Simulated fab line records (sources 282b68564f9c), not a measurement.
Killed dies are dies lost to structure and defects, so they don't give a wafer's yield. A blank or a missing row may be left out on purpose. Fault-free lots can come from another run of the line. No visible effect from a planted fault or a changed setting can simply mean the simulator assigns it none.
fab line records	flow rit-cmos
[record] lots = 5	wafers = 23
route steps=202 shown ACTIVE@4 NWELL@30 PWELL@47 WELLDRIVE@50 NRETRO@61 GATE@89 REOX@101 NLDD@111 PLDD@122 SPACER@125 M1@202
start-h: start of the lot's first displayed wafer, in hours after the record's first day	wait-h: how many hours have passed since the lot's step before this one	" the same as in the row above	L1.1+2: several wafers, shown together as one row	- either no value or no given start	* or withheld: withheld	< > ~ a bound
route shown NAME@n: names a module that has steps shown in the file, with the first one's number in the route	usual: mean and standard deviation over wafers with no fault	same: alike in all rows	chamber/n: place in a boat	sites: readings site by site	_std_site: the standard deviation of these	_edge_site: inner sites' mean taken away from outer sites' mean	radius-mm: how far each site lies from the wafer's centre	mask NAME#n: copy n	behind: the last tool/chamber to shape the wafer	hold: why the lot went on hold/how many hours it stayed there/how the hold came to an end	device: whichever transistor did not switch (one of n, p or np)	end of line: the same wafers' tests at the end of the route	a step without rows: its recipe alone	killed: at the first sort, the dies lost to defects and structure; wafer yield is something else	map: the dies of a wafer, with x for killed, . for not killed, _ for no die there
set.NAME: setting as actually run; set.NAME@STEP: the setting as run at that earlier step	model.NAME: the simulator's own value behind a step, which no gauge read
one table per step and one row per wafer, for lots whose settings were changed on purpose
[[steps]]
[step RIT_ACTIVE_CVD_03]
[recipe] material = Si3N4	target-thk-nm = 150	temp-c = 810	precursor = SiH2Cl2/NH3	time-s = 1500	pressure-mtorr = 300	sih2cl2-flow-sccm = 60	nh3-flow-sccm = 150
lot.wafer	tool	chamber	start-h	wait-h	set.time-s	model.Si3N4_of_ACTIVE_CVD_03.thk-nm
L077.1	-	-	-	0.1	1500	147.3
L077.2	"	-	"	"	1500	147.6
L077.3	"	-	"	"	1500	148.1
L077.4	"	-	"	"	1500	148
L077.6	"	-	"	"	1500	148.3
L079.1	-	-	-	0.1	1669	169.8
L079.2	"	-	"	"	1669	170.4
L079.4	"	-	"	"	1669	170.3
L079.5	"	-	"	"	1669	169.4
L079.6	"	-	"	"	1669	169.6
L080.1	lpcvd-02	0	42.14	0.1	1500	151.6
L080.4	"	0	"	"	1500	151.3
L080.5	"	0	"	"	1500	151.7
L081.1	-	-	-	0.1	1280	123.7
L081.2	"	-	"	"	1280	124.1
L081.4	"	-	"	"	1280	124.6
L081.5	"	-	"	"	1280	124.4
L081.6	"	-	"	"	1280	124.7
L085.1	-	-	-	0.1	1655	164.4
L085.2	"	-	"	"	1655	165
L085.3	"	-	"	"	1655	164.6
L085.5	"	-	"	"	1655	164.1
L085.6	"	-	"	"	1655	165.3
[step RIT_ACTIVE_THK_MEAS_04]
[recipe] reads = Si3N4_of_ACTIVE_CVD_03
[usual] ACTIVE_NITRIDE_THK = 149.9/2.1
lot.wafer	tool	chamber	start-h	wait-h	set.time-s@ACTIVE_CVD_03	ACTIVE_NITRIDE_THK[nm]
L077.1	film-metro-01	-	-	-	1500	147.4
L077.2	"	-	"	"	1500	147.8
L077.3	"	-	"	"	1500	148.1
L077.4	"	-	"	"	1500	147.9
L077.6	"	-	"	"	1500	148.3
L079.1	film-metro-02	-	-	-	1669	169.7
L079.2	"	-	"	"	1669	170.5
L079.4	"	-	"	"	1669	170.4
L079.5	"	-	"	"	1669	169.5
L079.6	"	-	"	"	1669	169.6
L080.1	film-metro-01	-	44.26	0.0	1500	151.7
L080.4	"	-	"	"	1500	151.4
L080.5	"	-	"	"	1500	151.7
L081.1	film-metro-02	-	-	-	1280	123.6
L081.2	"	-	"	"	1280	124.2
L081.4	"	-	"	"	1280	124.7
L081.5	"	-	"	"	1280	124.4
L081.6	"	-	"	"	1280	124.7
L085.1	film-metro-02	-	-	-	1655	164.4
L085.2	"	-	"	"	1655	165.1
L085.3	"	-	"	"	1655	164.5
L085.5	"	-	"	"	1655	164.1
L085.6	"	-	"	"	1655	165.1
[step RIT_ACTIVE_DEVELOP_10]
[recipe] resist = NOVOLAK	develop-time-s = 50	dev-temp-c = 23
lot.wafer	tool	chamber	start-h	wait-h	set.develop-time-s
L077.1+2+3+4+6	litho-track-02	0	-	-	50
L079.1+2+4+5+6	litho-track-01	0	-	-	50
L080.1+4+5	litho-track-01	0	-	-	50
L081.1+5+6	litho-track-01	0	-	-	50
L081.2+4	"	0	"	"	44.2
L085.1+2+5	litho-track-01	0	-	-	47.96
L085.3+6	"	0	"	"	50
[step RIT_ACTIVE_CD_MEAS_11]
[recipe] target-cd-nm = 1400
[usual] cd-nm = 1399.8/2.2
lot.wafer	tool	chamber	start-h	wait-h	set.develop-time-s@ACTIVE_DEVELOP_10	cd-nm
L077.1	cd-sem-01	-	31.23	-	50	1399.8
L077.2	"	-	"	"	50	1403.1
L077.3	"	-	"	"	50	1399.5
L077.4	"	-	"	"	50	1399.5
L077.6	"	-	"	"	50	1401.9
L079.1	cd-sem-02	-	40.15	-	50	1402.1
L079.2	"	-	"	"	50	1401.1
L079.4	"	-	"	"	50	1401.3
L079.5	"	-	"	"	50	1402.2
L079.6	"	-	"	"	50	1400.7
L080.1	cd-sem-01	-	45.17	-	50	1399.1
L080.4	"	-	"	"	50	1400.8
L080.5	"	-	"	"	50	1399.3
L081.1	cd-sem-02	-	51.33	-	50	1393.8
L081.2	"	-	"	"	44.2	1409.2
L081.4	"	-	"	"	44.2	1405.3
L081.5	"	-	"	"	50	1394.8
L081.6	"	-	"	"	50	1393.7
L085.1	cd-sem-02	-	69.56	-	47.96	1404.6
L085.2	"	-	"	"	47.96	1403.9
L085.3	"	-	"	"	50	1399.7
L085.5	"	-	"	"	47.96	1403.8
L085.6	"	-	"	"	50	1399.9
[step RIT_ACTIVE_HARDBAKE_12]
[recipe] resist = NOVOLAK	temp-c = 140	time-s = 60
[step RIT_ACTIVE_ETCH_13]
[recipe] stop-on = SiO2	chemistry = SF6	target = Si3N4	time-s = 210	over-etch-frac = 0.4	SF6_flow_sccm = 200	pressure-mtorr = 260	rf-w = 125	target-depth-a = 2100
[usual] oes-product-au = 0.821/0.011
lot.wafer	tool	chamber	start-h	wait-h	set.time-s@ACTIVE_CVD_03	oes-product-au	model.ACTIVE.feature-depth-nm	model.etch.depth-nm
L077.1	rie-diel-03	2	31.50	0.1	1500	0.826	147.3	147.3
L077.2	"	0	"	"	1500	0.831	147.6	147.6
L077.3	"	3	"	"	1500	0.831	148.1	148.1
L077.4	"	1	"	"	1500	0.818	148.8	148
L077.6	"	2	"	"	1500	0.820	148.3	148.3
L079.1	rie-diel-01	2	40.42	0.1	1669	0.875	169.8	169.8
L079.2	"	1	"	"	1669	0.872	171.4	170.4
L079.4	"	2	"	"	1669	0.879	170.3	170.3
L079.5	"	1	"	"	1669	0.872	170.4	169.4
L079.6	"	0	"	"	1669	0.881	169.6	169.6
L080.1	rie-diel-01	2	45.44	0.1	1500	0.810	151.6	151.6
L080.4	"	0	"	"	1500	0.822	151.3	151.3
L080.5	"	2	"	"	1500	0.824	151.7	151.7
L081.1	rie-diel-03	1	51.60	0.1	1280	0.736	124.4	123.7
L081.2	"	0	"	"	1280	0.752	124.1	124.1
L081.4	"	2	"	"	1280	0.742	124.6	124.6
L081.5	"	2	"	"	1280	0.743	124.4	124.4
L081.6	"	1	"	"	1280	0.737	125.5	124.7
L085.1	rie-diel-03	0	69.83	0.1	1655	0.874	164.4	164.4
L085.2	"	3	"	"	1655	0.871	165	165
L085.3	"	1	"	"	1655	0.859	165.3	164.6
L085.5	"	3	"	"	1655	0.873	164.1	164.1
L085.6	"	0	"	"	1655	0.866	165.3	165.3
[step RIT_ACTIVE_STRIP_14]
[recipe] chemistry = O2	time-s = 180	resist = NOVOLAK	platen-temp-c = withheld	power-w = 500	pressure-mtorr = 4000	o2-flow-sccm = 4000
[step RIT_ACTIVE_CD_MEAS_90]
[recipe] target-cd-nm = 1400
[usual] cd-nm = 1399.9/2.1
lot.wafer	tool	chamber	start-h	wait-h	set.develop-time-s@ACTIVE_DEVELOP_10	cd-nm
L077.1	cd-sem-02	-	31.80	0.1	50	1399.8
L077.2	"	-	"	"	50	1403.6
L077.3	"	-	"	"	50	1399.2
L077.4	"	-	"	"	50	1399.7
L077.6	"	-	"	"	50	1401.8
L079.1	cd-sem-01	-	40.73	0.1	50	1401.7
L079.2	"	-	"	"	50	1401.1
L079.4	"	-	"	"	50	1402.0
L079.5	"	-	"	"	50	1402.2
L079.6	"	-	"	"	50	1400.7
L080.1	cd-sem-01	-	45.75	0.1	50	1399.0
L080.4	"	-	"	"	50	1400.5
L080.5	"	-	"	"	50	1398.9
L081.1	cd-sem-01	-	51.91	0.1	50	1394.3
L081.2	"	-	"	"	44.2	1408.7
L081.4	"	-	"	"	44.2	1405.7
L081.5	"	-	"	"	50	1394.7
L081.6	"	-	"	"	50	1393.4
L085.1	cd-sem-02	-	70.14	0.1	47.96	1404.4
L085.2	"	-	"	"	47.96	1403.9
L085.3	"	-	"	"	50	1399.9
L085.5	"	-	"	"	47.96	1403.7
L085.6	"	-	"	"	50	1400.1
[step RIT_NWELL_SOFTBAKE_02]
[recipe] resist = NOVOLAK	temp-c = 90	time-s = 60
lot.wafer	tool	chamber	start-h	wait-h	set.temp-c
L077.1+2+3+4+6	litho-track-04	0	36.46	0.1	90
L079.1+4	litho-track-03	0	47.20	0.1	90
L079.2+5+6	"	0	"	"	92.3
L080.1+4+5	litho-track-02	0	51.69	0.1	90
L081.1+2+4	litho-track-02	0	56.48	0.1	93.27
L081.5+6	"	0	"	"	90
L085.1+6	litho-track-03	0	76.57	0.1	88.47
L085.2+3+5	"	0	"	"	90
[step RIT_NWELL_EXPOSE_03]
[recipe] mask-id = M2	na = 0.57	target-cd-nm = 43900	dose-mj = 250
[step RIT_NWELL_PEB_04]
[recipe] resist = NOVOLAK	temp-c = withheld	time-s = withheld
[step RIT_NWELL_DEVELOP_05]
[recipe] resist = NOVOLAK	develop-time-s = 68	dev-temp-c = 23
lot.wafer	tool	chamber	start-h	wait-h	set.temp-c@NWELL_SOFTBAKE_02	model.NOVOLAK_of_NWELL_COAT_01.thk-nm
L077.1	litho-track-04	0	-	-	90	1300
L077.2+6	"	0	"	"	90	1303
L077.3	"	0	"	"	90	1301
L077.4	"	0	"	"	90	1302
L079.1	litho-track-04	0	-	-	90	1301
L079.2	"	0	"	"	92.3	1298
L079.4	"	0	"	"	90	1303
L079.5	"	0	"	"	92.3	1295
L079.6	"	0	"	"	92.3	1297
L080.1	litho-track-02	0	-	-	90	1297
L080.4	"	0	"	"	90	1295
L080.5	"	0	"	"	90	1299
L081.1+2	litho-track-04	0	-	-	93.27	1288
L081.4	"	0	"	"	93.27	1289
L081.5+6	"	0	"	"	90	1300
L085.1	litho-track-02	0	-	-	88.47	1298
L085.2	"	0	"	"	90	1292
L085.3	"	0	"	"	90	1295
L085.5	"	0	"	"	90	1296
L085.6	"	0	"	"	88.47	1297
[step RIT_PWELL_IMPLANT_08]
[recipe] species = B	energy-kev = 170	dose-cm2 = 7e+13	tilt-deg = 7
lot.wafer	tool	chamber	start-h	wait-h	set.dose-cm2
L077.1+3+6	implanter-01	0	39.17	0.2	7e+13
L077.2+4	"	0	"	"	7.303e+13
L079.1+2+4+5+6	implanter-01	0	49.70	0.2	7e+13
L080.1+4+5	implanter-01	0	54.37	0.2	7e+13
L081.1+2	implanter-01	0	59.14	0.2	7e+13
L081.4+5+6	"	0	"	"	6.684e+13
L085.1+3+6	implanter-02	0	79.29	0.2	7e+13
L085.2+5	"	0	"	"	6.867e+13
[step RIT_PWELL_STRIP_09]
[recipe] chemistry = O2	time-s = 180	resist = NOVOLAK	platen-temp-c = withheld	power-w = 500	pressure-mtorr = 4000	o2-flow-sccm = 4000
[step RIT_WELLDRIVE_ANNEAL_00]
[recipe] temp-c = 1100	time-s = 14700	ambient = N2
[step RIT_WELLDRIVE_RS_MEAS_02]
[recipe] thk-meas-gauge = four-point-probe
[usual] PWELL_RS = 429.2/1
lot.wafer	tool	chamber	start-h	wait-h	set.dose-cm2@PWELL_IMPLANT_08	PWELL_RS[ohm/sq]
L077.1	film-metro-01	-	45.07	0.1	7e+13	429.3
L077.2	"	-	"	"	7.303e+13	418.5
L077.3	"	-	"	"	7e+13	427.9
L077.4	"	-	"	"	7.303e+13	417.5
L077.6	"	-	"	"	7e+13	428.2
L079.1	film-metro-03	-	55.48	0.1	7e+13	430.0
L079.2	"	-	"	"	7e+13	430.1
L079.4	"	-	"	"	7e+13	430.3
L079.5	"	-	"	"	7e+13	430.1
L079.6	"	-	"	"	7e+13	431.1
L080.1	film-metro-03	-	60.44	0.1	7e+13	428.8
L080.4	"	-	"	"	7e+13	430.1
L080.5	"	-	"	"	7e+13	429.8
L081.1	film-metro-04	-	64.88	0.1	7e+13	428.2
L081.2	"	-	"	"	7e+13	428.5
L081.4	"	-	"	"	6.684e+13	440.2
L081.5	"	-	"	"	6.684e+13	440.7
L081.6	"	-	"	"	6.684e+13	441.2
L085.1	film-metro-03	-	85.98	0.1	7e+13	430.3
L085.2	"	-	"	"	6.867e+13	434.9
L085.3	"	-	"	"	7e+13	429.8
L085.5	"	-	"	"	6.867e+13	436.1
L085.6	"	-	"	"	7e+13	430.2
[step RIT_NRETRO_IMPLANT_08]
[recipe] species = P	energy-kev = 70	dose-cm2 = 1e+13	tilt-deg = 7
lot.wafer	tool	chamber	start-h	wait-h	set.dose-cm2
L077.1+4+6	implanter-01	0	46.48	0.2	9.512e+12
L077.2+3	"	0	"	"	1e+13
L079.1+6	implanter-01	0	56.76	0.2	1e+13
L079.2+4+5	"	0	"	"	9.414e+12
L080.1+4+5	implanter-01	0	61.91	0.2	1e+13
L081.1+4+5	implanter-03	0	66.16	0.2	9.331e+12
L081.2+6	"	0	"	"	1e+13
L085.1+2+3	implanter-01	0	87.39	0.2	1e+13
L085.5+6	"	0	"	"	9.692e+12
[step RIT_NRETRO_STRIP_09]
[recipe] chemistry = O2	time-s = 180	resist = NOVOLAK	platen-temp-c = withheld	power-w = 500	pressure-mtorr = 4000	o2-flow-sccm = 4000
[step RIT_NRETRO_TW_MEAS_10]
[usual] NRETRO_TW = 1060/11
lot.wafer	tool	chamber	start-h	wait-h	set.dose-cm2@NRETRO_IMPLANT_08	NRETRO_TW
L077.1	film-metro-04	-	46.81	0.1	9.512e+12	1029
L077.2	"	-	"	"	1e+13	1054
L077.3	"	-	"	"	1e+13	1051
L077.4	"	-	"	"	9.512e+12	1034
L077.6	"	-	"	"	9.512e+12	1036
L079.1	film-metro-01	-	57.09	0.1	1e+13	1073
L079.2	"	-	"	"	9.414e+12	1053
L079.4	"	-	"	"	9.414e+12	1052
L079.5	"	-	"	"	9.414e+12	1053
L079.6	"	-	"	"	1e+13	1073
L080.1	film-metro-04	-	62.24	0.1	1e+13	1051
L080.4	"	-	"	"	1e+13	1050
L080.5	"	-	"	"	1e+13	1051
L081.1	film-metro-02	-	66.49	0.1	9.331e+12	1021
L081.2	"	-	"	"	1e+13	1048
L081.4	"	-	"	"	9.331e+12	1024
L081.5	"	-	"	"	9.331e+12	1017
L081.6	"	-	"	"	1e+13	1048
L085.1	film-metro-01	-	87.72	0.1	1e+13	1070
L085.2	"	-	"	"	1e+13	1070
L085.3	"	-	"	"	1e+13	1073
L085.5	"	-	"	"	9.692e+12	1057
L085.6	"	-	"	"	9.692e+12	1060
[step RIT_GATE_EXPOSE_13]
[recipe] mask-id = M6	na = 0.6	source-shape = conventional	sigma-outer = 0.6	target-cd-nm = 150	dose-mj = 380
lot.wafer	tool	chamber	start-h	wait-h	mask	set.dose-mj
L077.1+4	iline-stepper-02	0	54.63	0.2	M6#0	408.5
L077.2+3+6	"	0	"	"	M6#0	380
L079.1+5+6	iline-stepper-01	0	64.07	0.1	M6#0	352.6
L079.2+4	"	0	"	"	M6#0	380
L080.1+4+5	iline-stepper-01	0	68.21	0.1	M6#0	380
L081.1+2+4+5+6	iline-stepper-01	0	73.54	0.1	M6#0	380
L085.1+5+6	iline-stepper-01	0	95.37	0.2	M6#0	393.9
L085.2+3	"	0	"	"	M6#0	380
[step RIT_REOX_OXIDATION_03]
[recipe] temp-c = 900	ambient = O2	target-thk-a = 252	ox-time-s = 5580
lot.wafer	tool	chamber	start-h	wait-h	set.temp-c	model.SiO2_of_REOX_OXIDATION_03.thk-nm
L077.1	-	-	-	0.3	879.1	20.69
L077.2	"	-	"	"	879.1	20.32
L077.3	"	-	"	"	879.1	20.87
L077.4	"	-	"	"	879.1	20.78
L077.6	"	-	"	"	879.1	20.91
L079.1	-	-	-	0.0	874	19.16
L079.2	"	-	"	"	874	19.05
L079.4	"	-	"	"	874	18.96
L079.5	"	-	"	"	874	19.37
L079.6	"	-	"	"	874	18.76
L080.1	furnace-03	0	69.91	0.2	900	24.78
L080.4	"	0	"	"	900	25.17
L080.5	"	0	"	"	900	25.31
L081.1	-	-	-	1.2	884.6	21.72
L081.2+6	"	-	"	"	884.6	21.82
L081.4	"	-	"	"	884.6	21.81
L081.5	"	-	"	"	884.6	21.74
L085.1	-	-	-	1.3	882.2	21.22
L085.2	"	-	"	"	882.2	21.32
L085.3	"	-	"	"	882.2	20.91
L085.5	"	-	"	"	882.2	20.82
L085.6	"	-	"	"	882.2	21.42
[step RIT_REOX_THK_MEAS_04]
[recipe] reads = SiO2_of_REOX_OXIDATION_03
[usual] REOX_OXIDE_THK = 25.3/0.49
lot.wafer	tool	chamber	start-h	wait-h	set.temp-c@REOX_OXIDATION_03	REOX_OXIDE_THK[nm]
L077.1	film-metro-03	-	-	-	879.1	20.7
L077.2	"	-	"	"	879.1	20.3
L077.3	"	-	"	"	879.1	20.9
L077.4	"	-	"	"	879.1	20.8
L077.6	"	-	"	"	879.1	20.9
L079.1	film-metro-03	-	-	-	874	19.1
L079.2	"	-	"	"	874	19.1
L079.4	"	-	"	"	874	19.0
L079.5	"	-	"	"	874	19.4
L079.6	"	-	"	"	874	18.7
L080.1	film-metro-03	-	72.46	0.0	900	24.8
L080.4	"	-	"	"	900	25.1
L080.5	"	-	"	"	900	25.3
L081.1	film-metro-04	-	-	-	884.6	21.7
L081.2	"	-	"	"	884.6	21.9
L081.4	"	-	"	"	884.6	21.8
L081.5	"	-	"	"	884.6	21.7
L081.6	"	-	"	"	884.6	21.9
L085.1	film-metro-03	-	-	-	882.2	21.2
L085.2	"	-	"	"	882.2	21.4
L085.3	"	-	"	"	882.2	20.9
L085.5	"	-	"	"	882.2	20.9
L085.6	"	-	"	"	882.2	21.4
[step RIT_NLDD_IMPLANT_08]
[recipe] species = P	energy-kev = 20	dose-cm2 = 5e+14	tilt-deg = 7
lot.wafer	tool	chamber	start-h	wait-h	set.energy-kev	model.implant.rp-nm	model.implant.drp-nm
L077.1+2+3+4+6	implanter-04	0	60.15	0.1	20	28.35	12.97
L079.1+2+4	implanter-04	0	69.19	0.1	20.93	28.68	13.33
L079.5+6	"	0	"	"	20	27.82	12.97
L080.1+4+5	implanter-01	0	73.55	0.1	20	29.07	12.97
L081.1+2+4+5+6	implanter-01	0	80.11	0.1	20	27.74	12.97
L085.1+2+5	implanter-01	0	101.97	0.1	20	28.26	12.97
L085.3+6	"	0	"	"	19.14	27.43	12.63
[step RIT_PLDD_IMPLANT_08]
[recipe] species = BF2	energy-kev = 20	dose-cm2 = 9e+14	tilt-deg = 7
lot.wafer	tool	chamber	start-h	wait-h	set.energy-kev
L077.1+2+3	implanter-03	0	61.57	0.1	20
L077.4+6	"	0	"	"	20.44
L079.1+2+4+5+6	implanter-03	0	70.74	0.1	20
L080.1+4+5	implanter-01	0	75.10	0.1	20
L081.1+2+4+5+6	implanter-02	0	81.53	0.1	20
L085.1+5	implanter-03	0	103.52	0.1	19.16
L085.2+3+6	"	0	"	"	20
[step RIT_PLDD_STRIP_09]
[recipe] chemistry = O2	time-s = 180	resist = NOVOLAK	platen-temp-c = withheld	power-w = 500	pressure-mtorr = 4000	o2-flow-sccm = 4000
[step RIT_SPACER_CLEAN_00]
[recipe] chemistry = SC1	mix = 3:3:50	time-s = 600	temp-c = 75
lot.wafer	tool	chamber	start-h	wait-h	set.temp-c@REOX_OXIDATION_03	model.SiO2_of_REOX_OXIDATION_03.thk-nm
L077.1	wet-bench-01	0	61.95	0.1	879.1	19.08
L077.2	"	0	"	"	879.1	18.74
L077.3	"	0	"	"	879.1	19.25
L077.4	"	0	"	"	879.1	19.17
L077.6	"	0	"	"	879.1	19.28
L079.1	wet-bench-02	1	71.12	0.1	874	17.69
L079.2	"	1	"	"	874	17.59
L079.4	"	1	"	"	874	17.51
L079.5	"	1	"	"	874	17.89
L079.6	"	1	"	"	874	17.33
L080.1	wet-bench-04	3	75.49	0.1	900	22.87
L080.4	"	3	"	"	900	23.24
L080.5	"	3	"	"	900	23.37
L081.1	wet-bench-04	0	81.91	0.1	884.6	20.04
L081.2+4+6	"	0	"	"	884.6	20.13
L081.5	"	0	"	"	884.6	20.06
L085.1	wet-bench-04	1	103.90	0.1	882.2	19.55
L085.2	"	1	"	"	882.2	19.65
L085.3	"	1	"	"	882.2	19.27
L085.5	"	1	"	"	882.2	19.19
L085.6	"	1	"	"	882.2	19.73
[step RIT_SPACER_ETCHBACK_05]
[recipe] target-depth-a = 2500	SF6_flow_sccm = 30	CHF3_flow_sccm = 30	target = Si3N4	chemistry = SF6/CHF3	pressure-mtorr = 40	rf-w = 250	time-s = 240	stop-on = SiO2
lot.wafer	tool	chamber	start-h	wait-h	set.time-s	model.poly-Si_of_GATE_CVD_08.thk-nm	model.Si3N4_of_SPACER_CVD_03.thk-nm
L077.1	rie-diel-02	1	64.33	0.1	240	173	193.9
L077.2	"	3	"	"	240	174	192.6
L077.3	"	2	"	"	263.3	167.9	187.3
L077.4	"	3	"	"	263.3	165.8	187.2
L077.6	"	1	"	"	240	173.8	194.4
L079.1	rie-diel-03	1	73.50	0.1	257.2	164.2	191.1
L079.2	"	0	"	"	240	170.7	197.4
L079.4	"	3	"	"	257.2	164.8	193.5
L079.5	"	0	"	"	240	168	196.5
L079.6	"	3	"	"	257.2	163.9	195.2
L080.1	rie-diel-02	1	77.83	0.1	240	166.8	194.3
L080.4	"	3	"	"	240	166.2	195.1
L080.5	"	1	"	"	240	167.1	195.7
L081.1	rie-diel-02	1	84.26	0.1	225	177	200.5
L081.2	"	0	"	"	240	172.7	197.9
L081.4	"	3	"	"	240	171.1	198.5
L081.5	"	2	"	"	240	172	199.6
L081.6	"	1	"	"	225	176.9	202.7
L085.1	rie-diel-04	3	106.26	0.1	240	171.8	196.2
L085.2	"	0	"	"	240	170.7	194.8
L085.3	"	2	"	"	216.5	177.4	200.3
L085.5	"	3	"	"	216.5	176.5	198.5
L085.6	"	0	"	"	216.5	178.1	198.6
[step RIT_M1_PROBE_99]
lot.wafer	tool	chamber	start-h	wait-h	set.dose-mj@GATE_EXPOSE_13	set.temp-c@REOX_OXIDATION_03	model.etest.nldd.rs-ohm-sq	model.etest.nmos-turned.drive-ua-um	model.etest.pldd.rs-ohm-sq	model.etest.pmos_0p15.r-on-ohm-um	model.etest.pmos_0p3.r-on-ohm-um	model.etest.pmos-turned.drive-ua-um	model.etest.pmos-turned.r-on-ohm-um
L077.1	prober-02	-	75.23	0.1	408.5	879.1	302.4	552.5	358.5	1647	5290	343.4	2117
L077.2	prober-02	-	75.28	0.1	380	879.1	298.9	388.9	350.8	2476	5804	237.8	2947
L077.3	prober-02	-	75.33	0.2	380	879.1	302.3	382.4	368.4	2701	5986	226.7	3212
L077.4	prober-02	-	75.38	0.2	408.5	879.1	303	529.5	351.8	1871	5531	346.3	2331
L077.6	prober-02	-	75.48	0.2	380	879.1	303.5	398.4	355.7	2412	5645	244.6	2886
L079.1	prober-02	-	84.44	0.1	352.6	874	279.8	302.9	319.7	3460	6616	174.9	3940
L079.2	prober-02	-	84.49	0.1	380	874	280.4	387	317.6	2354	5995	246.3	2842
L079.4	prober-02	-	84.59	0.2	380	874	277.3	392.9	315.1	2484	6016	244.6	2932
L079.5	prober-02	-	84.64	0.2	352.6	874	290.4	303	320.9	3404	6590	173.6	3844
L079.6	prober-02	-	84.69	0.2	352.6	874	281.5	316.8	312.4	3333	6436	180.6	3803
L080.1	prober-01	-	88.77	0.1	380	900	349.8	346.2	498.1	2797	6185	193	3427
L080.4	prober-01	-	88.92	0.2	380	900	356.1	345.2	514.6	2762	6161	195.7	3407
L080.5	prober-01	-	88.97	0.2	380	900	358.8	343.6	518.7	2766	6117	191.6	3448
L081.1	prober-02	-	95.20	0.1	380	884.6	324.1	364.7	374.8	2518	5898	221.3	3050
L081.2	prober-02	-	95.25	0.1	380	884.6	322.9	362.6	378.9	2593	5998	215.7	3128
L081.4	prober-02	-	95.35	0.2	380	884.6	321.6	377.9	376.3	2532	5888	226.9	3045
L081.5	prober-02	-	95.40	0.2	380	884.6	320.5	380.1	375.1	2556	5904	224.5	3070
L081.6	prober-02	-	95.45	0.2	380	884.6	323.3	371.4	379.7	2568	6056	216.9	3067
L085.1	prober-02	-	117.27	0.1	393.9	882.2	307.5	468.2	381.4	2055	5507	276.1	2552
L085.2	prober-02	-	117.32	0.1	380	882.2	307.4	410.8	362.6	2427	5761	241	2906
L085.3	prober-02	-	117.37	0.2	380	882.2	314.4	428	352	2224	5533	255.9	2688
L085.5	prober-02	-	117.47	0.2	393.9	882.2	303.8	476.6	369.2	1971	5480	286.1	2456
L085.6	prober-02	-	117.52	0.2	393.9	882.2	322.4	464.4	366.2	1959	5485	285.7	2451
// killed by level:class
L080.1 SPACER:geometric-particle:open=3 FOX1:geometric-particle:open=2 SILICIDE:geometric-particle:open=2 FOX2:geometric-particle:open=1 REOX:geometric-particle:short=1 SPACER:geometric-particle:short=1
L080.4 GATE:geometric-particle:open=3 SPACER:geometric-particle:short=3 FOX1:geometric-particle:short=1 FOX2:geometric-particle:short=1 SPACER:geometric-particle:open=1 SILICIDE:geometric-particle:open=1
L080.5 GATE:geometric-particle:open=2 SPACER:geometric-particle:short=2 SPACER:geometric-particle:open=2 ACTIVE:geometric-particle:open=1 FOX1:geometric-particle:open=1 GATE:geometric-particle:short=1 REOX:geometric-particle:short=1 REOX:geometric-particle:open=1
[[key]]
[split] step = RIT_ACTIVE_CVD_03	setting = time-s	stated = 1500	by = lot
[response] step = RIT_ACTIVE_CVD_03	reading = model.Si3N4_of_ACTIVE_CVD_03.thk-nm	change = +1.69	per = 1%	r = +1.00
[response] step = RIT_ACTIVE_THK_MEAS_04	reading = ACTIVE_NITRIDE_THK	change = +1.69	per = 1%	r = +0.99
[response] step = RIT_ACTIVE_ETCH_13	reading = oes-product-au	change = +0.00508	per = 1%	r = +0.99
[response] step = RIT_ACTIVE_ETCH_13	reading = model.ACTIVE.feature-depth-nm	change = +1.69	per = 1%	r = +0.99
[response] step = RIT_ACTIVE_ETCH_13	reading = model.etch.depth-nm	change = +1.69	per = 1%	r = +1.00
[split] step = RIT_ACTIVE_DEVELOP_10	setting = develop-time-s	stated = 50	by = wafer
[response] step = RIT_ACTIVE_CD_MEAS_11	reading = cd-nm	change = -1.13	per = 1%	r = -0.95
[response] step = RIT_ACTIVE_CD_MEAS_90	reading = cd-nm	change = -1.11	per = 1%	r = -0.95
[split] step = RIT_NWELL_SOFTBAKE_02	setting = temp-c	stated = 90	by = wafer
[response] step = RIT_NWELL_DEVELOP_05	reading = model.NOVOLAK_of_NWELL_COAT_01.thk-nm	change = -2.71	per = 1%	r = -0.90
[split] step = RIT_PWELL_IMPLANT_08	setting = dose-cm2	stated = 7e+13	by = wafer
[response] step = RIT_WELLDRIVE_RS_MEAS_02	reading = PWELL_RS	change = -2.61	per = 1%	r = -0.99
[split] step = RIT_NRETRO_IMPLANT_08	setting = dose-cm2	stated = 1e+13	by = wafer
[response] step = RIT_NRETRO_TW_MEAS_10	reading = NRETRO_TW	change = +3.88	per = 1%	r = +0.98
[split] step = RIT_GATE_EXPOSE_13	setting = dose-mj	stated = 380	by = wafer
[response] step = RIT_M1_PROBE_99	reading = model.etest.pmos-turned.r-on-ohm-um	change = -116	per = 1%	r = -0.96
[response] step = RIT_M1_PROBE_99	reading = model.etest.pmos_0p3.r-on-ohm-um	change = -61.6	per = 1%	r = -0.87
[response] step = RIT_M1_PROBE_99	reading = model.etest.pmos_0p15.r-on-ohm-um	change = -116	per = 1%	r = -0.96
[response] step = RIT_M1_PROBE_99	reading = model.etest.nmos-turned.drive-ua-um	change = +15.7	per = 1%	r = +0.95
[response] step = RIT_M1_PROBE_99	reading = model.etest.pmos-turned.drive-ua-um	change = +11.8	per = 1%	r = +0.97
[split] step = RIT_REOX_OXIDATION_03	setting = temp-c	stated = 900	by = lot
[response] step = RIT_REOX_OXIDATION_03	reading = model.SiO2_of_REOX_OXIDATION_03.thk-nm	change = +2.05	per = 1%	r = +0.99
[response] step = RIT_REOX_THK_MEAS_04	reading = REOX_OXIDE_THK	change = +2.04	per = 1%	r = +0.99
[response] step = RIT_SPACER_CLEAN_00	reading = model.SiO2_of_REOX_OXIDATION_03.thk-nm	change = +1.89	per = 1%	r = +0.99
[response] step = RIT_M1_PROBE_99	reading = model.etest.pldd.rs-ohm-sq	change = +65.6	per = 1%	r = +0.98
[response] step = RIT_M1_PROBE_99	reading = model.etest.nldd.rs-ohm-sq	change = +25.2	per = 1%	r = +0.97
[split] step = RIT_NLDD_IMPLANT_08	setting = energy-kev	stated = 20	by = wafer
[response] step = RIT_NLDD_IMPLANT_08	reading = model.implant.rp-nm	change = +0.189	per = 1%	r = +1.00
[response] step = RIT_NLDD_IMPLANT_08	reading = model.implant.drp-nm	change = +0.0782	per = 1%	r = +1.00
[split] step = RIT_PLDD_IMPLANT_08	setting = energy-kev	stated = 20	by = wafer
response none in this file
[split] step = RIT_SPACER_ETCHBACK_05	setting = time-s	stated = 240	by = wafer
[response] step = RIT_SPACER_ETCHBACK_05	reading = model.poly-Si_of_GATE_CVD_08.thk-nm	change = -0.685	per = 1%	r = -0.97
[response] step = RIT_SPACER_ETCHBACK_05	reading = model.Si3N4_of_SPACER_CVD_03.thk-nm	change = -0.503	per = 1%	r = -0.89
